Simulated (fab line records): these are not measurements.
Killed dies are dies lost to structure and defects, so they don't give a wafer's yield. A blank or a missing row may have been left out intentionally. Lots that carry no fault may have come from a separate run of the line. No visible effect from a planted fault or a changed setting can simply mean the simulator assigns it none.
A single fault, viewed from 2 desks ; flow rit-cmos ; what lay behind the numbers comes last; until then each desk has only its own

== METROLOGY DESK ==
Lot by lot, what the gauges showed, no matter which tool ran the lot: averages of those sampled wafers that carry a number. The brackets show how far a lot's mean lies from the usual mean; more than 4 standard deviations puts the lot out of limits, marked OUT.
Columns: A = M1_AL_RS at RIT_M1_RS_MEAS_01, usual 0.0735 ohm/sq; B = M1_AL_THK at RIT_M1_THK_MEAS_02, usual 398 nm
lot;first seen here;A;B
L614;day 3 10:25;0.0746;392
L615;day 3 14:41;0.0735;398
L616;day 3 21:47;0.0748;393
L617;day 3 23:13;0.0736;398
L618;day 4 04:04;0.0732;401
L620;day 4 12:58;0.0738;398
L622;day 5 03:06;0.0736;398
L623;day 5 04:59;0.0734;399
L627;day 5 23:02;0.0728;401
L629;day 6 18:43;0.0708;414
L631;day 7 00:53;0.0709;411
L635;day 7 22:53;0.0741;394
L636;day 8 02:53;0.0740;396
L637;day 8 07:10;0.0729;401
This desk's finding: nothing out of limits on any of the 14 lots.

== DESK OF THE TOOL OWNER: pvd-sputter-01 ==
The tool's own readings at RIT_M1_SPUTTER_00 (material Al, target thk 400 nm, time 500 s): means of the sampled wafers that have a number, for each lot that ran on this tool. The brackets show how far a lot's mean lies from the usual mean; more than 4 standard deviations puts the lot out of limits, marked OUT.
Columns: A = throttle-valve-pct at RIT_M1_SPUTTER_00, usual 29.7 %
lot;first seen here;A
L615;day 3 14:23;29.9
L617;day 3 22:53;29.7
L627;day 5 22:44;29.6
L629;day 6 18:24;30.4
L631;day 7 00:35;30.4
This desk's finding: nothing out of limits on any of the 5 lots.

== ALL TOGETHER ==
Metrology desk: nothing out of limits seen.
The desk of the tool owner found nothing out of limits.

== WHAT THE SIMULATOR HAD PUT IN ==
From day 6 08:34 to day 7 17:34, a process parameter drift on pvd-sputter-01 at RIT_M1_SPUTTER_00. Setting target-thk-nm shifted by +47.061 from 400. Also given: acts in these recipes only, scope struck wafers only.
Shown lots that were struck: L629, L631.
